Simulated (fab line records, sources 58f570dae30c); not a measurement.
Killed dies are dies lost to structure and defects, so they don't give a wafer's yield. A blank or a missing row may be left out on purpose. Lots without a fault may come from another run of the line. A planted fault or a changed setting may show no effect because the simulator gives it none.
Split-lot experiment | flow berkeley_cmos170 | 5 lots, 23 wafers read, on a route of 331 steps

THE SPLIT
At UCB170_SPACER_CVD_00 (deposits SiO2 from TEOS/O2, target thk 376 nm, time 47 s), the setting time_s was moved away from the recipe's 47 s on 5 of the 23 wafers read, by -5.8% to +4.2%. The other wafers ran this setting at the recipe's value.

The file shows no step between the split and the reading.

THE READING
SPACER_TEOS_THK, in nm, at UCB170_SPACER_THK_MEAS_01. Fault-free wafers of this fab line usually give 373 nm, standard deviation 4.4 nm.

wafer  | tool, chamber at the split | time_s as run, s | against the recipe | SPACER_TEOS_THK, nm | against lot-mates on the recipe
L074.2 | pecvd-01, 0                | 47               | recipe             | 377                 | -
L074.3 | pecvd-01, 2                | 48.98            | +4.2%              | 387                 | +12
L074.4 | pecvd-01, 1                | 47               | recipe             | 373                 | -
L074.5 | pecvd-01, 0                | 48.98            | +4.2%              | 399                 | +24
L074.6 | pecvd-01, 2                | 47               | recipe             | 374                 | -
L075.2 | pecvd-03, 1                | 44.27            | -5.8%              | 347                 | -22
L075.3 | pecvd-03, 0                | 47               | recipe             | 367                 | -
L075.4 | pecvd-03, 0                | 44.27            | -5.8%              | 350                 | -20
L075.5 | pecvd-03, 1                | 44.27            | -5.8%              | 348                 | -22
L075.6 | pecvd-03, 2                | 47               | recipe             | 372                 | -
L077.3 | pecvd-01, 0                | 47               | recipe             | 373                 | -
L077.4 | pecvd-01, 2                | 47               | recipe             | 374                 | -
L077.5 | pecvd-01, 1                | 47               | recipe             | 379                 | -
L080.1 | pecvd-01, 0                | 47               | recipe             | 369                 | -
L080.2 | pecvd-01, 1                | 47               | recipe             | 372                 | -
L080.3 | pecvd-01, 2                | 47               | recipe             | 372                 | -
L080.4 | pecvd-01, 2                | 47               | recipe             | 376                 | -
L080.5 | pecvd-01, 0                | 47               | recipe             | 378                 | -
L082.1 | pecvd-01, 2                | 47               | recipe             | 366                 | -
L082.2 | pecvd-01, 1                | 47               | recipe             | 368                 | -
L082.3 | pecvd-01, 0                | 47               | recipe             | 371                 | -
L082.5 | pecvd-01, 1                | 47               | recipe             | 372                 | -
L082.6 | pecvd-01, 2                | 47               | recipe             | 374                 | -

THE FIT
A straight line over all 23 wafers: SPACER_TEOS_THK changes by +4.37 nm for each +1% of time_s; r = +0.94; the points scatter about the line by 3.8 nm.
The same after taking each lot's own level away (the mean of its wafers on the recipe; 23 wafers): +3.85 nm for each +1%; r = +0.95; scatter 3.2 nm.
On that fit, the largest move of time_s shifts the reading by 22 nm.
The lots' own levels span 369.5 to 375.3 nm, that is 1.3 times the standard deviation above.
So the lot-to-lot level changes the slope: the two fits differ.
Check: with one of the wafers moved furthest among these (-5.8%) left out of the fit, the line predicts -21.9 nm for it against its lot-mates. It came out at -22.5 nm against them.

OTHER SPLITS ON THESE WAFERS
These wafers also went through other splits before the reading. Each is held against what the fit with the lots' levels taken away leaves over:
other split on the same wafers    | wafers away from the commonest value | r with SPACER_TEOS_THK (lot level and that fit taken away)
UCB170_GATE_COAT_07 spin_rpm      | 5                                    | +0.11
UCB170_NLDD_COAT_01 resist_thk_nm | 4                                    | -0.16

THE WHOLE CHAIN: every reading that the file lists as answering this split, in the file's order
step                      | what it does                                                             | reading                                                                       | change (the file's fit)              | r (the file's)
UCB170_SPACER_CVD_00      | deposits SiO2 from TEOS/O2, target thk 376 nm, time 47 s                 | SiO2_of_SPACER_CVD_00.thk_nm (the simulator's own value, which no gauge read) | +3.94 nm for each +1% of the setting | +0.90
UCB170_SPACER_THK_MEAS_01 |                                                                          | SPACER_TEOS_THK                                                               | +3.95 for each +1% of the setting    | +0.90
UCB170_SPACER_ETCHBACK_03 | etches SiO2 in CHF3/CF4/Ar, stops on Si, target depth 376 nm, time 100 s | etch.depth_nm (the simulator's own value, which no gauge read)                | +3.94 nm for each +1% of the setting | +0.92

THE FILE'S OWN FIT
SPACER_TEOS_THK changes by +3.95 nm for each +1% of time_s, r = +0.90.
